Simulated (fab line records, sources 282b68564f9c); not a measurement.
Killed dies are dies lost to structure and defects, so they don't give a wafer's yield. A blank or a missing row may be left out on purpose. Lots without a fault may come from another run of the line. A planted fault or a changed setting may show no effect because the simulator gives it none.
Which tool did it? | flow rit_cmos | 14 lots, 42 wafers sampled, at 5 steps of a route of 202

WHAT THE GAUGES READ, wafer by wafer
RIT_ACTIVE_THK_MEAS_02.
lot  | measured    | on            | ACTIVE_OXIDE_THK (nm)
L395 | day 1 17:04 | film_metro-03 | 46.9 46.2 47.2
L398 | day 2 10:25 | film_metro-01 | 46.8 46.4 46.1
L399 | day 2 14:12 | film_metro-02 | 46.8 47.0 47.1
L400 | day 2 18:47 | film_metro-03 | 46.7 46.7 46.8
L401 | day 3 01:08 | film_metro-03 | 45.6 46.0 45.8
L403 | day 3 20:16 | film_metro-03 | 45.2 46.4 45.1
L404 | day 3 20:17 | film_metro-02 | 45.5 46.4 46.3
L405 | day 3 20:16 | film_metro-01 | 46.5 46.8 46.2
L406 | day 4 05:14 | film_metro-03 | 46.9 46.5 47.0
L407 | day 4 05:15 | film_metro-02 | 46.0 45.9 47.0
L408 | day 4 13:52 | film_metro-01 | 50.9 52.0 51.8
L409 | day 4 19:40 | film_metro-02 | 49.5 51.2 50.4
L414 | day 5 16:36 | film_metro-02 | 46.8 46.9 46.9
L417 | day 6 07:23 | film_metro-02 | 46.1 45.7 46.4

RIT_NWELL_OVL_MEAS_06.
lot  | measured    | on         | NWELL_OVL (nm)
L395 | day 2 07:40 | overlay-01 | -3.1 -0.3 -1.5
L398 | day 2 21:48 | overlay-01 | -2.7 -1.4 -1.6
L399 | day 3 01:17 | overlay-01 | -1.5 0.8 -1.0
L400 | day 3 07:05 | overlay-01 | -0.9 -1.1 -0.9
L401 | day 4 04:40 | overlay-01 | -0.6 -1.2 -1.7
L403 | day 4 10:10 | overlay-02 | -0.2 -3.4 -1.4
L404 | day 4 10:03 | overlay-01 | -0.5 -0.1 0.4
L405 | day 4 10:17 | overlay-02 | -2.6 -1.0 -1.3
L406 | day 4 22:56 | overlay-02 | 0.4 -1.9 -1.0
L407 | day 4 23:16 | overlay-02 | -0.6 -1.5 1.4
L408 | day 5 03:16 | overlay-02 | -2.7 -1.5 -1.1
L409 | day 5 06:13 | overlay-02 | -2.8 -5.4 -1.1
L414 | day 6 03:05 | overlay-01 | -1.1 -1.4 -2.4
L417 | day 6 16:36 | overlay-02 | -3.6 -0.5 -2.2

RIT_GATE_CD_MEAS_90: target cd 150 nm.
lot  | measured    | on        | cd_nm (nm)
L395 | day 3 04:34 | cd_sem-01 | 152.5 149.1 150.8
L398 | day 4 06:26 | cd_sem-01 | 150.8 150.6 150.0
L399 | day 4 09:59 | cd_sem-01 | 150.0 148.8 150.4
L400 | day 4 12:54 | cd_sem-01 | 152.0 153.6 154.6
L401 | day 5 04:56 | cd_sem-01 | 149.8 149.9 153.6
L403 | day 5 16:08 | cd_sem-01 | 148.0 146.0 148.2
L404 | day 5 11:29 | cd_sem-01 | 151.8 148.5 150.9
L405 | day 5 15:35 | cd_sem-02 | 151.5 150.4 150.4
L406 | day 5 21:41 | cd_sem-02 | 150.3 150.9 146.8
L407 | day 5 22:11 | cd_sem-01 | 148.4 149.9 149.8
L408 | day 6 02:10 | cd_sem-02 | 150.6 150.3 149.8
L409 | day 6 02:14 | cd_sem-01 | 151.3 151.5 150.8
L414 | day 7 00:28 | cd_sem-01 | 152.8 150.9 153.2
L417 | day 7 14:20 | cd_sem-01 | 143.9 145.5 145.2

RIT_SPACER_THK_MEAS_04.
lot  | measured    | on            | SPACER_NITRIDE_THK (nm)
L395 | day 3 22:20 | film_metro-04 | 250.1 252.3 249.2
L398 | day 4 17:26 | film_metro-02 | 248.0 246.4 248.5
L399 | day 4 23:12 | film_metro-04 | 249.9 249.9 253.2
L400 | day 4 23:23 | film_metro-01 | 247.6 249.0 249.3
L401 | day 5 17:23 | film_metro-01 | 254.9 253.8 252.4
L403 | day 6 02:16 | film_metro-04 | 251.9 246.8 252.6
L404 | day 5 22:32 | film_metro-04 | 250.6 248.8 248.3
L405 | day 6 02:16 | film_metro-01 | 254.0 254.7 254.2
L406 | day 6 08:13 | film_metro-02 | 257.1 259.4 258.8
L407 | day 6 08:04 | film_metro-04 | 250.7 251.4 250.0
L408 | day 6 11:23 | film_metro-01 | 251.3 252.7 251.9
L409 | day 6 11:47 | film_metro-01 | 249.9 250.4 249.6
L414 | day 7 09:13 | film_metro-04 | 253.1 253.9 252.9
L417 | day 7 22:43 | film_metro-01 | 247.7 248.9 249.5

WHICH TOOL RAN EACH LOT (tool, then ch and the chambers of the sampled wafers, then the start)
lot  | RIT_ACTIVE_OXIDATION_01
L395 | furnace-03 ch 0, day 1 15:07
L398 | furnace-03 ch 0, day 2 08:29
L399 | furnace-01 ch 0, day 2 12:14
L400 | furnace-03 ch 0, day 2 16:49
L401 | furnace-01 ch 0, day 2 23:12
L403 | furnace-04 ch 0, day 3 18:20
L404 | furnace-04 ch 0, day 3 18:20
L405 | furnace-04 ch 0, day 3 18:20
L406 | furnace-03 ch 0, day 4 03:19
L407 | furnace-03 ch 0, day 4 03:19
L408 | furnace-03 ch 0, day 4 11:56
L409 | furnace-03 ch 0, day 4 17:44
L414 | furnace-04 ch 0, day 5 14:40
L417 | furnace-04 ch 0, day 6 05:27
- RIT_ACTIVE_OXIDATION_01: target thk 46.8 nm, ox time 3360 s.

WHAT THE TOOLS THEMSELVES READ (means of the sampled wafers that have a number; where no wafer has one, the mark that the record gives instead)
The record holds no such reading with a usual standard deviation.

THE ANSWER, worked out from the rows above alone
Rule: what is usual is taken from the lots themselves. Put in order of their means at a reading, lots are off if they are a third of the lots or fewer, leave a main group of 4 or more, and stand apart from it by a gap of 3 or more times the standard deviation of the main group's means; of several such gaps the widest counts. A main group whose means are all the same, to the digits that the tables above print for the reading, isn't used. A lot without any number at a reading at which 4 lots or more have one is off too. The other lots that the step has rows for count as sound. The gauges are gone through in route order, then the tools' own readings, and for those a lot's mean is taken as printed above. The first step at which some lot is off is used, and at that step the reading that is off furthest; a lot without a number counts as furthest.
Off: L408, L409, at RIT_ACTIVE_THK_MEAS_02 (ACTIVE_OXIDE_THK). The main group: mean 46.4 nm, standard deviation 0.43.
A tool fits if, at a process step before that reading, it ran every lot that is off, and no sound lot after the first of them. The gauges at RIT_ACTIVE_THK_MEAS_02 are tried like those tools. One fits: furnace-03 at RIT_ACTIVE_OXIDATION_01. Its last sound lot is L406 (day 4 03:19), its first lot that is off L408 (day 4 11:56): a fault that began between those two fits.

WHAT THE SIMULATOR HAD PUT IN
Process parameter drift: furnace-03, from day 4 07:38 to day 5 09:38, at RIT_ACTIVE_OXIDATION_01. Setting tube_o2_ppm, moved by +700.
Lots struck among those shown: L408, L409. The rule above found the same.
